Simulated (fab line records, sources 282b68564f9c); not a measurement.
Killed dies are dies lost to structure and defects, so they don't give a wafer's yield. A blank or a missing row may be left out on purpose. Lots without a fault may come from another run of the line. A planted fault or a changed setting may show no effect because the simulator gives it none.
Which tool did it? | flow rit_cmos | 7 lots, 21 wafers sampled, at 1 step of a route of 202

WHAT THE GAUGES READ, wafer by wafer
RIT_ACTIVE_THK_MEAS_04.
lot  | measured    | on            | ACTIVE_NITRIDE_THK (nm)
L126 | day 1 23:47 | film_metro-04 | 151.5 151.1 150.9
L128 | day 2 04:32 | film_metro-03 | 149.0 150.0 148.0
L132 | day 3 00:56 | film_metro-01 | 149.2 148.9 147.6
L138 | day 4 06:32 | film_metro-03 | 151.2 151.0 149.8
L140 | day 4 16:32 | film_metro-03 | 151.1 150.7 150.1
L143 | day 5 07:32 | film_metro-01 | 149.1 150.2 148.4
L146 | day 5 22:49 | film_metro-04 | 147.9 149.7 149.6

WHICH TOOL RAN EACH LOT (tool, then ch and the chambers of the sampled wafers, then the start)
The record holds no process step before these readings.

THE ANSWER, worked out from the rows above alone
Rule: what is usual is taken from the lots themselves. Put in order of their means at a reading, lots are off if they are a third of the lots or fewer, leave a main group of 4 or more, and stand apart from it by a gap of 3 or more times the standard deviation of the main group's means; of several such gaps the widest counts. A main group whose means are all the same, to the digits that the tables above print for the reading, isn't used. A lot without any number at a reading at which 4 lots or more have one is off too. The other lots that the step has rows for count as sound.
No lot is off at any reading shown: from this, nothing can be told.

WHAT THE SIMULATOR HAD PUT IN
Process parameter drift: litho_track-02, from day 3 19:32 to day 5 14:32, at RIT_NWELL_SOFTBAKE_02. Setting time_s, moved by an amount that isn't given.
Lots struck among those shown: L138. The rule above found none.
